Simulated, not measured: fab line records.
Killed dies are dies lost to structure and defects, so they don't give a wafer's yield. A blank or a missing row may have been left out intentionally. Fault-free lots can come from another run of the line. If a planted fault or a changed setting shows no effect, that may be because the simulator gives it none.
fab line records	flow rit_cmos
record lots=7	wafers=21	last_day=7
route steps=202 shown SDANNEAL@154 PSD@157 NSD@158 PLDD@159 NLDD@160 SILICIDE@161 M1@202
lots that met no fault: taken from a fault-free run of the same line
start_h: hours from the record's opening day to when the first of the lot's shown wafers began	wait_h: time in hours since the lot's previous step	" repeats the value in the row above	L1.1+2: several wafers, shown together as one row	- value missing, or start not given	* or withheld: withheld	< > ~ a bound
route shown NAME@n: NAME is a module with steps in the file, n the number in the route of the first one	usual: mean/standard deviation taken from wafers without a fault	same: alike in all rows	chamber/n: place in a boat	sites: per-site readings	_std_site: the standard deviation of these	_edge_site: inner sites' mean taken away from outer sites' mean	radius_mm: for every site, how far away it sits from the centre of the wafer	mask NAME#n: copy n	behind: the last tool/chamber to shape the wafer	hold: the reason the lot was held/the length of the hold in hours/how it ended	device: which transistor (n, p or np) failed to switch	end of line: at the end of the route, the tests of the same wafers	a step with no rows: only its recipe	killed: count of dies lost to structure and defects at first sort (not the wafer's yield)	map: a wafer's dies, marking killed ones x, the rest . and places with no die _
set.NAME: the setting the step ran with; set.NAME@STEP: the setting that earlier step ran with	model.NAME: the simulator's own value behind a step, which no gauge read
lots seen at some steps along the route; tables by step, rows by wafer
services: when a tool's chamber went out of use (start_h, in hours from the record's first day, below 0 if earlier), for how many hours, and the reason
## steps
# step RIT_SDANNEAL_CLEAN_01
# recipe chemistry=dHF	dilution=50:1	time_s=30
# step RIT_SDANNEAL_CLEAN_02
# recipe chemistry=SC2	mix=3:3:50	time_s=600	temp_c=75	dry=n2_spin
# step RIT_SDANNEAL_RTA_03
# recipe temp_c=1050	time_s=5	idle_temp_c=600	ramp_up_c_per_s=342	ramp_down_c_per_s=171	cool_to_c=600	ambient=N2
# usual wafer_temp_C_max=1053.5/1.2
# same time_s=5
lot.wafer	tool	chamber	start_h	wait_h	wafer_temp_C_max
L984.1	rtp_anneal-01	0	81.20	0.0	1052.8
L984.3	"	0	"	"	1055.8
L984.5	"	0	"	"	1054.7
L989.3	rtp_anneal-02	0	103.79	0.0	1057.1
L989.5	"	0	"	"	1052.6
L989.6	"	0	"	"	1053.1
L990.3	rtp_anneal-01	0	109.82	0.0	1055.4
L990.4	"	0	"	"	1053.7
L990.5	"	0	"	"	1054.3
L991.1	rtp_anneal-02	0	114.56	0.0	1055.3
L991.3	"	0	"	"	1053.0
L991.6	"	0	"	"	1052.1
L995.1	rtp_anneal-02	0	132.46	0.0	1054.0
L995.3	"	0	"	"	1054.2
L995.6	"	0	"	"	1053.7
L996.2	rtp_anneal-01	0	137.48	0.0	1054.3
L996.3	"	0	"	"	1053.2
L996.5	"	0	"	"	1051.9
L100.1	rtp_anneal-01	0	159.44	0.0	1055.8
L100.3	"	0	"	"	1053.3
L100.5	"	0	"	"	1054.4
# step RIT_SDANNEAL_RS_MEAS_04
# recipe thk_meas_gauge=four-point-probe
# usual PSD_RS=115.98/0.24
lot.wafer	tool	chamber	start_h	wait_h	PSD_RS[ohm/sq]
L984.1	film_metro-03	-	81.26	0.0	116.15
L984.3	"	-	"	"	116.53
L984.5	"	-	"	"	116.14
L989.3	film_metro-02	-	103.87	0.1	116.32
L989.5	"	-	"	"	115.94
L989.6	"	-	"	"	115.75
L990.3	film_metro-01	-	109.90	0.1	115.98
L990.4	"	-	"	"	115.80
L990.5	"	-	"	"	116.01
L991.1	film_metro-03	-	114.62	0.0	115.77
L991.3	"	-	"	"	115.62
L991.6	"	-	"	"	115.71
L995.1	film_metro-02	-	132.52	0.0	115.74
L995.3	"	-	"	"	115.98
L995.6	"	-	"	"	115.99
L996.2	film_metro-03	-	137.55	0.1	115.67
L996.3	"	-	"	"	115.51
L996.5	"	-	"	"	115.63
L100.1	film_metro-01	-	159.56	0.1	116.16
L100.3	"	-	"	"	115.87
L100.5	"	-	"	"	116.02
# step RIT_SDANNEAL_RS_MEAS_05
# recipe thk_meas_gauge=four-point-probe
# usual NSD_RS=84.48/0.29
lot.wafer	tool	chamber	start_h	wait_h	NSD_RS[ohm/sq]
L984.1	film_metro-03	-	81.38	0.1	84.65
L984.3	"	-	"	"	84.61
L984.5	"	-	"	"	84.67
L989.3	film_metro-02	-	103.99	0.1	84.63
L989.5	"	-	"	"	84.70
L989.6	"	-	"	"	84.52
L990.3	film_metro-01	-	110.02	0.1	84.87
L990.4	"	-	"	"	85.03
L990.5	"	-	"	"	84.55
L991.1	film_metro-03	-	114.74	0.1	84.56
L991.3	"	-	"	"	84.62
L991.6	"	-	"	"	84.60
L995.1	film_metro-02	-	132.64	0.1	84.63
L995.3	"	-	"	"	84.67
L995.6	"	-	"	"	84.59
L996.2	film_metro-03	-	137.67	0.1	83.86
L996.3	"	-	"	"	84.27
L996.5	"	-	"	"	84.12
L100.1	film_metro-01	-	159.68	0.1	84.31
L100.3	"	-	"	"	84.14
L100.5	"	-	"	"	84.06
# step RIT_SDANNEAL_RS_MEAS_06
# recipe thk_meas_gauge=four-point-probe
# usual PLDD_RS=178.7/0.5
lot.wafer	tool	chamber	start_h	wait_h	PLDD_RS[ohm/sq]
L984.1	film_metro-03	-	81.50	0.1	178.9
L984.3	"	-	"	"	178.8
L984.5	"	-	"	"	179.1
L989.3	film_metro-02	-	104.11	0.1	179.2
L989.5	"	-	"	"	179.7
L989.6	"	-	"	"	178.6
L990.3	film_metro-01	-	110.14	0.1	179.6
L990.4	"	-	"	"	179.7
L990.5	"	-	"	"	179.6
L991.1	film_metro-03	-	114.86	0.1	178.5
L991.3	"	-	"	"	178.1
L991.6	"	-	"	"	177.8
L995.1	film_metro-02	-	132.76	0.1	179.0
L995.3	"	-	"	"	179.3
L995.6	"	-	"	"	179.5
L996.2	film_metro-03	-	137.79	0.1	178.3
L996.3	"	-	"	"	177.8
L996.5	"	-	"	"	178.4
L100.1	film_metro-01	-	159.80	0.1	179.1
L100.3	"	-	"	"	178.4
L100.5	"	-	"	"	178.3
# step RIT_SDANNEAL_RS_MEAS_07
# recipe thk_meas_gauge=four-point-probe
# usual NLDD_RS=151.6/0.43
lot.wafer	tool	chamber	start_h	wait_h	NLDD_RS[ohm/sq]
L984.1	film_metro-03	-	81.62	0.1	151.5
L984.3	"	-	"	"	151.9
L984.5	"	-	"	"	151.7
L989.3	film_metro-02	-	104.23	0.1	151.5
L989.5	"	-	"	"	151.7
L989.6	"	-	"	"	151.4
L990.3	film_metro-01	-	110.26	0.1	151.9
L990.4	"	-	"	"	151.2
L990.5	"	-	"	"	151.5
L991.1	film_metro-03	-	114.98	0.1	151.4
L991.3	"	-	"	"	151.5
L991.6	"	-	"	"	150.9
L995.1	film_metro-02	-	132.88	0.1	152.5
L995.3	"	-	"	"	151.6
L995.6	"	-	"	"	151.9
L996.2	film_metro-03	-	137.91	0.1	151.4
L996.3	"	-	"	"	151.3
L996.5	"	-	"	"	150.9
L100.1	film_metro-01	-	159.92	0.1	151.6
L100.3	"	-	"	"	152.0
L100.5	"	-	"	"	151.9
# step RIT_SILICIDE_WET_ETCH_00
# recipe chemistry=BOE	target=SiO2	target_depth_nm=14	time_s=15	dry=n2_spin	dilution=10:1	temp_c=21.5
# step RIT_SILICIDE_SPUTTER_01
# recipe material=Ti	target_thk_nm=30	power_w=350	chamber_pressure_pa=0.667	gas=Ar	time_s=240	substrate_temp_c=25
# usual throttle_valve_pct=29.6/1
# same time_s=240
lot.wafer	tool	chamber	start_h	wait_h	throttle_valve_pct
L984.1	pvd_sputter-03	-	81.75	0.0	29.2
L984.3	"	-	"	"	29.1
L984.5	"	-	"	"	29.7
L989.3	pvd_sputter-04	-	104.32	0.0	30.0
L989.5	"	-	"	"	27.5
L989.6	"	-	"	"	29.6
L990.3	pvd_sputter-03	-	110.35	0.0	28.9
L990.4	"	-	"	"	29.2
L990.5	"	-	"	"	29.1
L991.1	pvd_sputter-04	-	115.12	0.0	27.4
L991.3	"	-	"	"	29.5
L991.6	"	-	"	"	29.7
L995.1	pvd_sputter-04	-	133.01	0.0	29.4
L995.3	"	-	"	"	29.9
L995.6	"	-	"	"	29.4
L996.2	pvd_sputter-03	-	138.03	0.0	29.0
L996.3	"	-	"	"	30.9
L996.5	"	-	"	"	28.8
L100.1	pvd_sputter-02	-	160.05	0.0	29.7
L100.3	"	-	"	"	32.6
L100.5	"	-	"	"	29.3
# step RIT_SILICIDE_RS_MEAS_02
# recipe thk_meas_gauge=four-point-probe	reads=Ti_of_SILICIDE_SPUTTER_01
# usual SILICIDE_TI_RS=47.8/0.66
lot.wafer	tool	chamber	start_h	wait_h	SILICIDE_TI_RS[ohm/sq]
L984.1	film_metro-04	-	81.90	0.1	46.6
L984.3	"	-	"	"	47.9
L984.5	"	-	"	"	47.7
L989.3	film_metro-03	-	104.51	0.1	48.2
L989.5	"	-	"	"	47.9
L989.6	"	-	"	"	48.8
L990.3	film_metro-03	-	110.54	0.1	46.6
L990.4	"	-	"	"	47.6
L990.5	"	-	"	"	47.5
L991.1	film_metro-01	-	115.27	0.1	48.2
L991.3	"	-	"	"	49.3
L991.6	"	-	"	"	48.6
L995.1	film_metro-03	-	133.16	0.1	47.8
L995.3	"	-	"	"	47.7
L995.6	"	-	"	"	48.3
L996.2	film_metro-04	-	138.20	0.1	48.2
L996.3	"	-	"	"	49.0
L996.5	"	-	"	"	48.4
L100.1	film_metro-03	-	160.20	0.1	48.0
L100.3	"	-	"	"	47.7
L100.5	"	-	"	"	48.2
# step RIT_SILICIDE_THK_MEAS_03
# recipe thk_meas_gauge=xrf	reads=Ti_of_SILICIDE_SPUTTER_01
# usual SILICIDE_TI_THK=30.0/0.34
lot.wafer	tool	chamber	start_h	wait_h	SILICIDE_TI_THK[nm]
L984.1	film_metro-04	-	82.02	0.1	30.6
L984.3	"	-	"	"	30.0
L984.5	"	-	"	"	29.9
L989.3	film_metro-03	-	104.61	0.1	29.8
L989.5	"	-	"	"	29.8
L989.6	"	-	"	"	29.4
L990.3	film_metro-03	-	110.64	0.1	30.7
L990.4	"	-	"	"	30.1
L990.5	"	-	"	"	30.1
L991.1	film_metro-01	-	115.39	0.1	29.6
L991.3	"	-	"	"	29.3
L991.6	"	-	"	"	29.6
L995.1	film_metro-03	-	133.28	0.1	29.9
L995.3	"	-	"	"	30.0
L995.6	"	-	"	"	29.8
L996.2	film_metro-04	-	138.31	0.1	29.8
L996.3	"	-	"	"	29.4
L996.5	"	-	"	"	29.6
L100.1	film_metro-03	-	160.32	0.1	29.6
L100.3	"	-	"	"	29.8
L100.5	"	-	"	"	29.6
# step RIT_SILICIDE_RTA_04
# recipe temp_c=650	time_s=10	idle_temp_c=25	ramp_up_s=5	ramp_down_s=5	cool_to_c=25	ambient=N2
# usual wafer_temp_C_max=653.8/0.75
# same time_s=10
lot.wafer	tool	chamber	start_h	wait_h	wafer_temp_C_max
L984.1	rtp_anneal-02	0	82.08	0.1	654.3
L984.3	"	0	"	"	654.0
L984.5	"	0	"	"	653.9
L989.3	rtp_anneal-01	0	104.67	0.1	654.4
L989.5	"	0	"	"	653.6
L989.6	"	0	"	"	654.4
L990.3	rtp_anneal-02	0	110.70	0.1	653.4
L990.4	"	0	"	"	654.4
L990.5	"	0	"	"	653.5
L991.1	rtp_anneal-01	0	115.45	0.1	653.6
L991.3	"	0	"	"	654.5
L991.6	"	0	"	"	653.4
L995.1	rtp_anneal-01	0	133.34	0.1	654.0
L995.3	"	0	"	"	653.4
L995.6	"	0	"	"	653.7
L996.2	rtp_anneal-02	0	138.37	0.1	655.2
L996.3	"	0	"	"	653.3
L996.5	"	0	"	"	654.3
L100.1	rtp_anneal-02	0	160.38	0.1	653.7
L100.3	"	0	"	"	654.0
L100.5	"	0	"	"	652.9
# step RIT_SILICIDE_WET_ETCH_05
# recipe chemistry=SPM	target=Ti	temp_c=90	time_s=120	dry=n2_spin
# usual bath_guard_temp_C=90.0/0.58	bath_heat_duty_pct=13.8/1.7	time_s=120/0
lot.wafer	tool	chamber	start_h	wait_h	bath_guard_temp_C	bath_heat_duty_pct	time_s
L984.1	wet_bench-04	3	82.15	0.1	90.8	11.4	120
L984.3	"	3	"	"	90.6	13.3	120
L984.5	"	3	"	"	90.7	13.2	120
L989.3	wet_bench-03	1	104.72	0.0	-	-	-
L989.5	"	1	"	"	-	-	-
L989.6	"	1	"	"	-	-	-
L990.3	wet_bench-02	2	110.75	0.0	-	-	-
L990.4	"	2	"	"	-	-	-
L990.5	"	2	"	"	-	-	-
L991.1	wet_bench-04	3	115.51	0.1	-	-	-
L991.3	"	3	"	"	-	-	-
L991.6	"	3	"	"	-	-	-
L995.1	wet_bench-03	0	133.41	0.1	89.3	13.5	120
L995.3	"	0	"	"	89.2	13.9	120
L995.6	"	0	"	"	89.1	13.7	120
L996.2	wet_bench-04	0	138.42	0.0	90.6	13.8	120
L996.3	"	0	"	"	90.9	14.7	120
L996.5	"	0	"	"	90.8	12.5	120
L100.1	wet_bench-02	1	160.44	0.1	90.3	14.5	120
L100.3	"	1	"	"	90.2	12.8	120
L100.5	"	1	"	"	90.1	14.0	120
# step RIT_SILICIDE_RTA_06
# recipe temp_c=750	time_s=10	idle_temp_c=25	ramp_up_s=5	ramp_down_s=10	cool_to_c=25	ambient=N2
# usual wafer_temp_C_max=754.4/0.88
# same time_s=10
lot.wafer	tool	chamber	start_h	wait_h	wafer_temp_C_max
L984.1	rtp_anneal-01	0	82.19	0.0	755.9
L984.3	"	0	"	"	754.2
L984.5	"	0	"	"	754.4
L989.3	rtp_anneal-02	0	104.78	0.0	753.6
L989.5	"	0	"	"	755.3
L989.6	"	0	"	"	753.9
L990.3	rtp_anneal-01	0	110.81	0.0	754.0
L990.4	"	0	"	"	754.6
L990.5	"	0	"	"	753.1
L991.1	rtp_anneal-02	0	115.55	0.0	754.8
L991.3	"	0	"	"	753.5
L991.6	"	0	"	"	754.0
L995.1	rtp_anneal-02	0	133.45	0.0	754.2
L995.3	"	0	"	"	753.2
L995.6	"	0	"	"	753.2
L996.2	rtp_anneal-01	0	138.48	0.0	756.7
L996.3	"	0	"	"	754.3
L996.5	"	0	"	"	756.0
L100.1	rtp_anneal-01	0	160.49	0.0	755.5
L100.3	"	0	"	"	755.0
L100.5	"	0	"	"	754.1
# step RIT_M1_PROBE_99
# usual killed_at_contacts=0.1/0.31	killed_at_front_end=6.3/2.7	killed_dies=6.4/2.7	killed_on_rim=1.7/1.4	killed_open=3.3/2	killed_short=3/1.8
# same gross_dies=264	killed_at_M0_to_M3=0	killed_at_M4_up=0	killed_at_back_side=0	killed_at_other=0
lot.wafer	tool	chamber	start_h	wait_h	hold	killed_at_contacts	killed_at_front_end	killed_dies	killed_on_rim	killed_open	killed_short
L984.1	prober-02	-	89.43	0.1	-	0	14	14	4	10	4
L984.3	prober-02	-	89.53	0.2	-	0	11	11	2	8	3
L984.5	prober-02	-	89.63	0.2	-	0	13	13	3	8	5
L989.3	prober-01	-	111.30	0.2	await_dispo/12.0h/scrap	0	264	264	70	4	2
L989.5	prober-01	-	111.40	0.2	await_dispo/12.0h/scrap	0	264	264	70	4	3
L989.6	prober-01	-	111.45	0.2	await_dispo/12.0h/scrap	0	264	264	70	2	2
L990.3	prober-02	-	117.50	0.2	await_dispo/2.7h/scrap	0	264	264	70	2	3
L990.4	prober-02	-	117.55	0.2	await_dispo/2.7h/scrap	0	264	264	70	4	4
L990.5	prober-02	-	117.60	0.2	await_dispo/2.7h/scrap	0	264	264	70	4	0
L991.1	prober-02	-	122.26	0.1	await_dispo/2.4h/scrap	0	264	264	70	6	3
L991.3	prober-02	-	122.36	0.2	await_dispo/2.4h/scrap	0	264	264	70	3	6
L991.6	prober-02	-	122.51	0.2	await_dispo/2.4h/scrap	0	264	264	70	7	4
L995.1	prober-02	-	139.75	0.1	-	0	6	6	2	4	2
L995.3	prober-02	-	139.85	0.2	-	0	9	9	4	6	3
L995.6	prober-02	-	140.00	0.2	-	0	7	7	2	4	3
L996.2	prober-01	-	144.85	0.1	-	0	7	7	0	4	3
L996.3	prober-01	-	144.90	0.2	-	0	7	7	4	4	3
L996.5	prober-01	-	145.00	0.2	-	0	13	13	4	6	6
# killed by level:class
L984.1 GATE:geometric_particle:open=5 FOX1:geometric_particle:open=2 GATE:geometric_particle:short=2 REOX:geometric_particle:open=1 SPACER:geometric_particle:open=1 SPACER:geometric_particle:short=1 SILICIDE:geometric_particle:open=1 SILICIDE:geometric_particle:short=1
L984.3 GATE:geometric_particle:open=5 FOX1:geometric_particle:open=2 GATE:geometric_particle:short=2 SILICIDE:geometric_particle:open=1 SILICIDE:geometric_particle:short=1
L984.5 SPACER:geometric_particle:open=4 GATE:geometric_particle:short=2 GATE:geometric_particle:open=2 FOX1:geometric_particle:open=1 FOX2:geometric_particle:short=1 REOX:geometric_particle:short=1 SPACER:geometric_particle:short=1 SILICIDE:geometric_particle:open=1
L989.3 SILICIDE:area_etch=258 GATE:geometric_particle:open=3 GATE:geometric_particle:short=2 FOX1:geometric_particle:open=1
L989.5 SILICIDE:area_etch=256 GATE:geometric_particle:short=2 REOX:geometric_particle:open=2 REOX:geometric_particle:short=1 SPACER:geometric_particle:open=1 SILICIDE:geometric_particle:open=1 NLDD:coat_microbubble_printed=1
L989.6 SILICIDE:area_etch=259 GATE:geometric_particle:short=2 FOX1:geometric_particle:open=1 REOX:geometric_particle:open=1 NLDD:coat_microbubble_printed=1
L990.3 SILICIDE:area_etch=259 GATE:geometric_particle:short=2 FOX1:geometric_particle:open=1 FOX2:geometric_particle:short=1 SPACER:geometric_particle:open=1
L990.4 SILICIDE:area_etch=256 GATE:geometric_particle:open=2 FOX1:geometric_particle:open=1 FOX1:geometric_particle:short=1 FOX2:geometric_particle:short=1 GATE:geometric_particle:short=1 REOX:geometric_particle:short=1 REOX:geometric_particle:open=1
L990.5 SILICIDE:area_etch=260 GATE:geometric_particle:open=3 SPACER:geometric_particle:open=1
L991.1 SILICIDE:area_etch=255 GATE:geometric_particle:open=5 GATE:geometric_particle:short=2 FOX1:geometric_particle:open=1 SPACER:geometric_particle:short=1
L991.3 SILICIDE:area_etch=255 GATE:geometric_particle:short=5 GATE:geometric_particle:open=2 FOX1:geometric_particle:short=1 SILICIDE:geometric_particle:open=1
L991.6 SILICIDE:area_etch=253 GATE:geometric_particle:open=5 GATE:geometric_particle:short=4 REOX:geometric_particle:open=2
L995.1 FOX2:geometric_particle:open=1 GATE:geometric_particle:short=1 GATE:geometric_particle:open=1 SPACER:geometric_particle:open=1 SPACER:geometric_particle:short=1 SILICIDE:geometric_particle:open=1
L995.3 GATE:geometric_particle:short=3 FOX1:geometric_particle:open=2 GATE:geometric_particle:open=2 SPACER:geometric_particle:open=1 SILICIDE:geometric_particle:open=1
L995.6 FOX1:geometric_particle:open=2 GATE:geometric_particle:open=2 FOX2:geometric_particle:short=1 GATE:geometric_particle:short=1 SILICIDE:geometric_particle:short=1
L996.2 GATE:geometric_particle:open=3 GATE:geometric_particle:short=2 FOX1:geometric_particle:short=1 REOX:geometric_particle:open=1
L996.3 SPACER:geometric_particle:open=2 SILICIDE:geometric_particle:open=2 FOX1:geometric_particle:short=1 GATE:geometric_particle:short=1 REOX:geometric_particle:short=1
L996.5 REOX:geometric_particle:short=3 REOX:geometric_particle:open=2 SILICIDE:geometric_particle:open=2 SILICIDE:geometric_particle:short=2 FOX1:geometric_particle:open=1 GATE:geometric_particle:open=1 GATE:geometric_particle:short=1 NWELL:coat_microbubble_printed=1
# map L989.3 (x killed, . not)
________xxxxxxx_______
_____xxxxxxxxxxxxx____
____xxxxxxxxxxxxxxx___
___xxxxxxxxxxxxxxxxx__
__xxxxxxxxxxxxxxxxxxx_
__xxxxxxxxxxxxxxxxxxx_
_xxxxxxxxxxxxxxxxxxxxx
_xxxxxxxxxxxxxxxxxxxxx
_xxxxxxxxxxxxxxxxxxxxx
_xxxxxxxxxxxxxxxxxxxxx
__xxxxxxxxxxxxxxxxxxx_
__xxxxxxxxxxxxxxxxxxx_
___xxxxxxxxxxxxxxxxx__
____xxxxxxxxxxxxxxx___
_____xxxxxxxxxxxxx____
________xxxxxxx_______
# map L990.3 (x killed, . not)
________xxxxxxx_______
_____xxxxxxxxxxxxx____
____xxxxxxxxxxxxxxx___
___xxxxxxxxxxxxxxxxx__
__xxxxxxxxxxxxxxxxxxx_
__xxxxxxxxxxxxxxxxxxx_
_xxxxxxxxxxxxxxxxxxxxx
_xxxxxxxxxxxxxxxxxxxxx
_xxxxxxxxxxxxxxxxxxxxx
_xxxxxxxxxxxxxxxxxxxxx
__xxxxxxxxxxxxxxxxxxx_
__xxxxxxxxxxxxxxxxxxx_
___xxxxxxxxxxxxxxxxx__
____xxxxxxxxxxxxxxx___
_____xxxxxxxxxxxxx____
________xxxxxxx_______
## services
tool	chamber	start_h	hours	kind
pvd_sputter-04	-	62.21	2.7	repair
pvd_sputter-04	-	147.69	5.4	repair
## key
first_sign step=RIT_SILICIDE_WET_ETCH_05	reading=tool_record	direction=missing
effect step=RIT_M1_PROBE_99	reading=killed_dies	direction=up	sigmas=96	usual=6.4	struck=264
more_kills_born_at RIT_SILICIDE_WET_ETCH_05@wet_bench-02=775	RIT_SILICIDE_WET_ETCH_05@wet_bench-03=773	RIT_SILICIDE_WET_ETCH_05@wet_bench-04=763
met_at RIT_SILICIDE_WET_ETCH_05
struck_wafers L989.3,L989.5,L989.6,L990.3,L990.4,L990.5,L991.1,L991.3,L991.6
later_rows_left_out L989.3,L989.5,L989.6,L990.3,L990.4,L990.5,L991.1,L991.3,L991.6
tester_left_out L989,L990,L991
onset_between 82.15 104.72
fault kind=skipped_step_whole	tool=wet_bench-02,wet_bench-03,wet_bench-04	chamber=-	onset_h=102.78	steps=RIT_SILICIDE_WET_ETCH_05	scope=struck_lots_only
# tester_left_out: of these lots the tester's yield and bins aren't shown, on N5 and GAA mostly nor the transistor test; their killed dies are dies lost to structure and defects alone, not to doping, threshold or leakage, so they don't give the yield
# later_rows_left_out: the simulator's readings of these wafers behind a module that went badly wrong aren't trusted and aren't shown, but for the sort
